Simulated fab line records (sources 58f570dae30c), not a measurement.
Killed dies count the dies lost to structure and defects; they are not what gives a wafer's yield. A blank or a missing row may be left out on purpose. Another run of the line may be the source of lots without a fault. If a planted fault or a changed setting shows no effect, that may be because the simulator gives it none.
The tool behind it: which one?	flow berkeley-cmos170	16 lots, 48 wafers sampled, at 2 steps of a route of 331

WHAT THE GAUGES READ, wafer by wafer
UCB170_V1_OVL_MEAS_13. Usual: V1_OVL typically reads -1 nm, with standard deviation 5.8.
lot	measured	on	V1_OVL (nm)	flag
L477	day 8 10:38	overlay-02	2 0 0	
L480	day 9 04:03	overlay-01	2 3 6	
L479	day 9 05:07	overlay-01	4 6 8	
L484	day 10 01:10	overlay-01	-2 0 -2	
L482	day 10 01:31	overlay-02	-4 -6 -8	
L483	day 10 03:09	overlay-02	-5 -4 -14	
L488	day 10 22:50	overlay-02	-2 4 1	
L487	day 11 00:30	overlay-02	0 7 -1	
L486	day 11 01:56	overlay-02	7 -1 2	
L489	day 11 12:10	overlay-02	11 8 0	
L490	day 12 02:11	overlay-02	173 168 174	OFF
L491	day 12 03:26	overlay-02	169 172 168	OFF
L493	day 12 08:35	overlay-02	171 171 183	OFF
L492	day 12 10:59	overlay-02	162 164 174	OFF
L495	day 13 01:49	overlay-01	-2 -1 5	
L498	day 13 16:36	overlay-01	-10 -8 -10	

EACH LOT AND THE TOOL THAT RAN IT (in order: tool; ch and the chambers of the sampled wafers; start)
lot	UCB170_V1_EXPOSE_09
L477	krf-scanner-01 ch 0, day 8 10:08
L480	krf-scanner-01 ch 0, day 9 03:34
L479	krf-scanner-02 ch 0, day 9 04:38
L484	krf-scanner-01 ch 0, day 10 00:41
L482	krf-scanner-02 ch 0, day 10 01:00
L483	krf-scanner-02 ch 0, day 10 02:36
L488	krf-scanner-02 ch 0, day 10 22:22
L487	krf-scanner-02 ch 0, day 10 23:55
L486	krf-scanner-01 ch 0, day 11 01:25
L489	krf-scanner-01 ch 0, day 11 11:40
L490	krf-scanner-01 ch 0, day 12 01:06
L491	krf-scanner-01 ch 0, day 12 02:43
L493	krf-scanner-01 ch 0, day 12 08:05
L492	krf-scanner-01 ch 0, day 12 09:31
L495	krf-scanner-02 ch 0, day 13 01:19
L498	krf-scanner-02 ch 0, day 13 15:54
- UCB170_V1_EXPOSE_09: exposes mask VIA1, target cd 700 nm.

WHAT THE TOOLS THEMSELVES READ (means of the sampled wafers that have a number; where no wafer has one, the mark that the record gives instead)
UCB170_V1_EXPOSE_09. Usual: focus-offset-nm -0.1 nm, standard deviation 0.56; stage-vel-mm-s 500.00 mm/s, standard deviation 0.21.
lot	tool	focus-offset-nm (nm)	stage-vel-mm-s (mm/s)	flag
L477	krf-scanner-01	-0.0	500.01	
L480	krf-scanner-01	-0.2	499.80	
L479	krf-scanner-02	0.5	500.14	
L484	krf-scanner-01	-0.7	499.89	
L482	krf-scanner-02	-0.1	500.12	
L483	krf-scanner-02	-0.3	499.94	
L488	krf-scanner-02	-0.6	499.80	
L487	krf-scanner-02	-0.6	500.01	
L486	krf-scanner-01	-0.1	499.83	
L489	krf-scanner-01	-0.4	499.97	
L490	krf-scanner-01	-0.3	500.08	
L491	krf-scanner-01	0.4	500.03	
L493	krf-scanner-01	0.3	500.03	
L492	krf-scanner-01	-0.6	499.86	
L495	krf-scanner-02	-0.1	500.13	
L498	krf-scanner-02	-0.3	500.12	

THE ANSWER, worked out from the rows above alone
Rule: take the mean of a lot's wafers that have a number; if it is more than 3 standard deviations from the usual mean, the lot is off. A lot without any number at a reading at which 4 lots or more have one is off too. Any other lot the step has rows for is counted as sound. After the gauges, taken in route order, come the tools' own readings; for these a lot's mean is taken, as printed above. The first step at which some lot is off is used, and at that step the reading that is off furthest; a lot without a number counts as furthest.
Off: at UCB170_V1_OVL_MEAS_13 (V1_OVL), L490, L491, L493, L492.
A tool fits if, at a process step before that reading, it ran every lot that is off, and no sound lot after the first of them. Gauges at UCB170_V1_OVL_MEAS_13: tried the same way as those tools. 2 tools fit, krf-scanner-01 at UCB170_V1_EXPOSE_09 and overlay-02 at UCB170_V1_OVL_MEAS_13, so this cannot tell which one it is.

WHAT THE SIMULATOR HAD INSERTED
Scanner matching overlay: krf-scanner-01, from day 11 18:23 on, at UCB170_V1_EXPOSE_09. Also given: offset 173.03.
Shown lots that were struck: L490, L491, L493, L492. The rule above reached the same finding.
